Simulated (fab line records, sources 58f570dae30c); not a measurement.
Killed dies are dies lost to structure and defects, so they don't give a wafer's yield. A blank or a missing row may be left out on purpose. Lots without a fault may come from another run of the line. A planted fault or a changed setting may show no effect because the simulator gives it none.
Which tool did it? | flow berkeley_cmos170 | 14 lots, 42 wafers sampled, at 3 steps of a route of 331

WHAT THE GAUGES READ, wafer by wafer
UCB170_PWELL_OVL_MEAS_13.
lot  | measured    | on         | PWELL_OVL (nm)
L591 | day 3 10:55 | overlay-02 | -5 -4 0
L595 | day 4 22:55 | overlay-02 | 0 2 0
L594 | day 4 23:08 | overlay-01 | 1 -3 -2
L596 | day 5 09:19 | overlay-02 | 6 2 1
L597 | day 5 09:28 | overlay-02 | 6 12 1
L605 | day 6 10:31 | overlay-01 | 4 12 4
L604 | day 6 10:42 | overlay-01 | 0 -1 -4
L602 | day 6 10:47 | overlay-02 | 0 7 1
L608 | day 6 21:45 | overlay-01 | 2 -2 6
L610 | day 7 03:44 | overlay-01 | -4 -8 -3
L611 | day 7 08:52 | overlay-02 | -4 -11 -12
L613 | day 7 22:11 | overlay-02 | 3 -2 -4
L612 | day 7 22:34 | overlay-01 | 5 3 -1
L614 | day 8 04:26 | overlay-02 | -1 -7 -7

UCB170_WELLDRIVE_THK_MEAS_02.
lot  | measured    | on            | WELLDRIVE_OXIDE_THK (nm)
L591 | day 4 02:00 | film_metro-03 | 200 200 199
L595 | day 5 10:34 | film_metro-02 | 197 200 199
L594 | day 5 10:33 | film_metro-04 | 199 201 201
L596 | day 5 22:10 | film_metro-02 | 196 198 193
L597 | day 5 22:10 | film_metro-04 | 197 198 204
L605 | day 7 00:13 | film_metro-03 | 197 196 197
L604 | day 7 00:17 | film_metro-04 | 196 192 195
L602 | day 7 00:17 | film_metro-03 | 197 195 196
L608 | day 7 11:14 | film_metro-04 | 206 209 206
L610 | day 7 16:16 | film_metro-04 | 201 201 201
L611 | day 7 21:40 | film_metro-04 | 202 199 206
L613 | day 8 10:36 | film_metro-03 | 200 198 195
L612 | day 8 10:35 | film_metro-04 | 195 197 193
L614 | day 8 19:26 | film_metro-04 | 202 198 201

WHICH TOOL RAN EACH LOT (tool, then ch and the chambers of the sampled wafers, then the start)
lot  | UCB170_PWELL_ETCH_14
L591 | rie_diel-02 ch 1,2,3, day 3 10:56
L595 | rie_diel-04 ch 0,3, day 4 22:56
L594 | rie_diel-01 ch 0,3, day 4 23:10
L596 | rie_diel-04 ch 0,2,3, day 5 09:21
L597 | rie_diel-01 ch 1,2,3, day 5 09:30
L605 | rie_diel-04 ch 0,3, day 6 10:33
L604 | rie_diel-01 ch 1,2, day 6 10:44
L602 | rie_diel-04 ch 0,2,3, day 6 10:50
L608 | rie_diel-02 ch 0,1, day 6 21:47
L610 | rie_diel-01 ch 2,3, day 7 03:46
L611 | rie_diel-01 ch 0,2,3, day 7 08:53
L613 | rie_diel-02 ch 0,1,2, day 7 22:13
L612 | rie_diel-04 ch 0,2,3, day 7 22:37
L614 | rie_diel-02 ch 0,1,2, day 8 04:28
- UCB170_PWELL_ETCH_14: etches Si3N4 in CH3F/Ar/O2, stops on SiO2, target depth 242 nm, time 151 s.

WHAT THE TOOLS THEMSELVES READ (means of the sampled wafers that have a number; where no wafer has one, the mark that the record gives instead)
UCB170_PWELL_ETCH_14.
lot  | tool        | drypump_motor_current_A (A) | oes_product_au (a.u.) | throttle_valve_pct (%)
L591 | rie_diel-02 | 5.7                         | 0.904                 | 8.06
L595 | rie_diel-04 | 5.8                         | 0.913                 | 8.07
L594 | rie_diel-01 | 5.8                         | 0.886                 | 8.06
L596 | rie_diel-04 | 5.8                         | 0.911                 | 8.02
L597 | rie_diel-01 | 6.0                         | 0.912                 | 8.15
L605 | rie_diel-04 | 5.7                         | 0.915                 | 8.04
L604 | rie_diel-01 | 5.8                         | 0.926                 | 8.22
L602 | rie_diel-04 | 5.8                         | 0.899                 | 8.03
L608 | rie_diel-02 | 5.2                         | 0.931                 | 7.93
L610 | rie_diel-01 | 6.3                         | 0.903                 | 8.06
L611 | rie_diel-01 | 6.0                         | 0.904                 | 8.07
L613 | rie_diel-02 | 5.4                         | 0.911                 | 8.06
L612 | rie_diel-04 | 5.7                         | 0.927                 | 8.03
L614 | rie_diel-02 | 5.4                         | 0.903                 | 8.06

THE ANSWER, worked out from the rows above alone
Rule: what is usual is taken from the lots themselves. Put in order of their means at a reading, lots are off if they are a third of the lots or fewer, leave a main group of 4 or more, and stand apart from it by a gap of 3 or more times the standard deviation of the main group's means; of several such gaps the widest counts. A main group whose means are all the same, to the digits that the tables above print for the reading, isn't used. A lot without any number at a reading at which 4 lots or more have one is off too. The other lots that the step has rows for count as sound. The gauges are gone through in route order, then the tools' own readings, and for those a lot's mean is taken as printed above. The first step at which some lot is off is used, and at that step the reading that is off furthest; a lot without a number counts as furthest.
No lot is off at any reading shown: from this, nothing can be told.

WHAT THE SIMULATOR HAD PUT IN
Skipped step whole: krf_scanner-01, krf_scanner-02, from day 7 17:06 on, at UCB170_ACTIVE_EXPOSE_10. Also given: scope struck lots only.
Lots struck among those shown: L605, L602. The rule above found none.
